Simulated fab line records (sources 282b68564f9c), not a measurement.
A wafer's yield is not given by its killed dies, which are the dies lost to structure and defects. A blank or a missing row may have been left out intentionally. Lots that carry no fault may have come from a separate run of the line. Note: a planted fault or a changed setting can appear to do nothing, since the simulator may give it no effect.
A lot that was struck, set against a sound lot ; flow rit cmos ; 17 out of 202 route steps
Sound: wafers L299.2, L299.5, L299.6. Struck: wafers L301.1, L301.3, L301.6. The cause is named last.
Each step with rows lists, per side, the tool, then ch with its chambers, then its first start. Under that, the readings that differ: sound wafers ; struck wafers ; difference of the means ; sigmas: that difference in standard deviations of wafers without a fault.
alike: a reading whose means differ by less than 2 such deviations, as well as words and numbers matching on both sides. not compared: withheld readings; readings where some wafer has no value; bounds like >300 that might hide an equal value; numbers whose values overlap and for which the record gives no deviation.
The two part at a step that has a row with sigmas, a row that says differs or no value, or rows on one side only. Numbers that have no deviation but don't overlap get no sigmas and don't part them. A reading that every wafer of one side lacks parts them only if that side has two wafers or more.

RIT_NWELL_SOFTBAKE_02: time 61.45 s.
  sound on litho track-01 ch 0, day 3 15:10; struck on litho track-03 ch 0, day 4 00:07
  alike: plate sensor t centre C, plate sensor t edge C
then, 3 steps without rows for these wafers: RIT_NWELL_EXPOSE_03 (exposes mask M2, target cd 43900 nm); RIT_NWELL_PEB_04; RIT_NWELL_DEVELOP_05 (develop time 68 s).
RIT_NWELL_OVL_MEAS_06:
  struck on overlay-01, day 4 00:49; sound on overlay-01, day 3 15:43
  alike: NWELL_OVL
then, 2 steps without rows for these wafers: RIT_NWELL_HARDBAKE_07 (time 120 s); RIT_NWELL_IMPLANT_08.
RIT_NWELL_STRIP_09: strips in O2, time 180 s.
  sound on plasma asher-04 ch 0,1, day 3 16:09; struck on plasma asher-04 ch 0,1, day 4 01:21
  alike: drypump motor current A
  not compared: rf hours counter h
RIT_NWELL_TW_MEAS_10:
  struck on film metro-03, day 4 01:31; sound on film metro-02, day 3 16:20
reading;sound;struck;difference;sigmas
NWELL_TW;2168 2173 2177;2141 2149 2152;-25;-2
then, 3 steps without rows for these wafers: RIT_PWELL_HMDS_00 (prime time 60 s); RIT_PWELL_COAT_01 (resist thk 1300 nm); RIT_PWELL_SOFTBAKE_02 (time 60 s).
RIT_PWELL_EXPOSE_03: exposes mask M3, target cd 43700 nm.
  sound on iline stepper-02 ch 0, day 3 16:59; struck on iline stepper-02 ch 0, day 4 02:02
reading;sound;struck;difference;sigmas
model.PWELL.overlay x nm (nm);-0.1299 -0.1299 -0.1299;4894 4894 4894;+4894;
  alike: mask
then, 2 steps without rows for these wafers: RIT_PWELL_PEB_04; RIT_PWELL_DEVELOP_05 (develop time 68 s).
RIT_PWELL_OVL_MEAS_06:
  struck on overlay-01, day 4 02:40; sound on overlay-01, day 3 17:24
reading;sound;struck;difference;sigmas
PWELL_OVL (nm);-0.1 1.3 1.0;- - -;no value on the struck wafers;
  not compared: hold
RIT_M1_PROBE_99:
  sound wafers here have rows in the record (prober-02, day 5 09:11); struck ones have none

== WHERE THEY PART ==
First at RIT_NWELL_TW_MEAS_10; last, within this record, at RIT_M1_PROBE_99.

WHY: what the simulator had put in
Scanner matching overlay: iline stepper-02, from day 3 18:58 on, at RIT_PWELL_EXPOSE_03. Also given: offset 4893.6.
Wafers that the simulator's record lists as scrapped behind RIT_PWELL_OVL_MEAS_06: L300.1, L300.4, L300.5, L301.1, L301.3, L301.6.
